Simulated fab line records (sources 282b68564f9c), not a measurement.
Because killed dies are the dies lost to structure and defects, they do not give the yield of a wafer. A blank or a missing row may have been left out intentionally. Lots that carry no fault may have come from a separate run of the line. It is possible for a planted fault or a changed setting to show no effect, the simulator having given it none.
The tool behind it: which one? :: flow rit cmos :: 14 lots with 42 wafers sampled at 2 steps, on a route of 202 steps

## WHAT EACH GAUGE READ, for each wafer
RIT_ACTIVE_THK_MEAS_02. Usual: ACTIVE_OXIDE_THK gives 46.1 nm (standard deviation 1).
lot: L896
measured: day 1 12:04
on: film metro-02
ACTIVE_OXIDE_THK (nm): 46.0 46.0 46.6
flag: 

lot: L897
measured: day 1 19:05
on: film metro-02
ACTIVE_OXIDE_THK (nm): 46.0 46.0 45.8
flag: 

lot: L898
measured: day 2 02:31
on: film metro-02
ACTIVE_OXIDE_THK (nm): 44.5 45.2 45.0
flag: 

lot: L899
measured: day 2 06:49
on: film metro-02
ACTIVE_OXIDE_THK (nm): 46.8 45.7 46.2
flag: 

lot: L901
measured: day 2 14:02
on: film metro-02
ACTIVE_OXIDE_THK (nm): 47.4 47.3 48.2
flag: 

lot: L902
measured: day 2 19:14
on: film metro-04
ACTIVE_OXIDE_THK (nm): 44.9 45.4 45.9
flag: 

lot: L904
measured: day 3 08:34
on: film metro-02
ACTIVE_OXIDE_THK (nm): 75.6 75.0 74.7 75.5 74.9 74.7
flag: OFF

lot: L905
measured: day 3 10:36
on: film metro-02
ACTIVE_OXIDE_THK (nm): 45.4 45.3 45.5
flag: 

lot: L913
measured: day 5 11:29
on: film metro-01
ACTIVE_OXIDE_THK (nm): 71.4 72.1 71.3 71.4 72.0 71.4
flag: OFF

lot: L914
measured: day 5 11:28
on: film metro-04
ACTIVE_OXIDE_THK (nm): 45.3 44.4 45.0
flag: 

lot: L915
measured: day 5 11:29
on: film metro-02
ACTIVE_OXIDE_THK (nm): 45.5 46.5 45.8
flag: 

lot: L916
measured: day 5 18:56
on: film metro-02
ACTIVE_OXIDE_THK (nm): 46.3 46.4 45.8
flag: 

lot: L918
measured: day 6 06:53
on: film metro-04
ACTIVE_OXIDE_THK (nm): 46.1 46.0 46.0
flag: 

lot: L919
measured: day 6 08:50
on: film metro-01
ACTIVE_OXIDE_THK (nm): 46.4 45.8 46.2
flag: 

## EACH LOT AND THE TOOL THAT RAN IT (in order: tool; ch and the chambers of the sampled wafers; start)
lot: L896
RIT_ACTIVE_OXIDATION_01: furnace-03 ch 0, day 1 10:07

lot: L897
RIT_ACTIVE_OXIDATION_01: furnace-01 ch 0, day 1 17:08

lot: L898
RIT_ACTIVE_OXIDATION_01: furnace-01 ch 0, day 2 00:35

lot: L899
RIT_ACTIVE_OXIDATION_01: furnace-03 ch 0, day 2 04:52

lot: L901
RIT_ACTIVE_OXIDATION_01: furnace-04 ch 0, day 2 12:05

lot: L902
RIT_ACTIVE_OXIDATION_01: furnace-03 ch 0, day 2 17:19

lot: L904
RIT_ACTIVE_OXIDATION_01: furnace-04 ch 0, day 3 03:22

lot: L905
RIT_ACTIVE_OXIDATION_01: furnace-01 ch 0, day 3 08:39

lot: L913
RIT_ACTIVE_OXIDATION_01: furnace-01 ch 0, day 5 03:54

lot: L914
RIT_ACTIVE_OXIDATION_01: furnace-01 ch 0, day 5 09:32

lot: L915
RIT_ACTIVE_OXIDATION_01: furnace-01 ch 0, day 5 09:32

lot: L916
RIT_ACTIVE_OXIDATION_01: furnace-04 ch 0, day 5 17:00

lot: L918
RIT_ACTIVE_OXIDATION_01: furnace-04 ch 0, day 6 04:58

lot: L919
RIT_ACTIVE_OXIDATION_01: furnace-04 ch 0, day 6 06:53
- RIT_ACTIVE_OXIDATION_01: target thk 46.8 nm, ox time 3360 s.

## WHAT THE TOOLS THEMSELVES READ (means of the sampled wafers that have a number; where no wafer has one, the mark that the record gives instead)
The record holds no such reading with a usual standard deviation.

## THE ANSWER, worked out from the rows above alone
Rule: lot off if the mean of its wafers having a number is beyond 3 standard deviations from the usual mean. Also off: a lot with no number at a reading for which 4 or more lots have one. All remaining lots with rows at the step are treated as sound. After the gauges, taken in route order, come the tools' own readings; for these a lot's mean is taken, as printed above. The first step at which some lot is off is used, and at that step the reading that is off furthest; a lot without a number counts as furthest.
Off: L904, L913, at RIT_ACTIVE_THK_MEAS_02 (ACTIVE_OXIDE_THK).
A tool fits if, at a process step before that reading, it ran every lot that is off, and no sound lot after the first of them. Those tools and the gauges at RIT_ACTIVE_THK_MEAS_02 are tried in the same way. Of those tried, none fits.

## WHAT WAS PUT IN BY THE SIMULATOR
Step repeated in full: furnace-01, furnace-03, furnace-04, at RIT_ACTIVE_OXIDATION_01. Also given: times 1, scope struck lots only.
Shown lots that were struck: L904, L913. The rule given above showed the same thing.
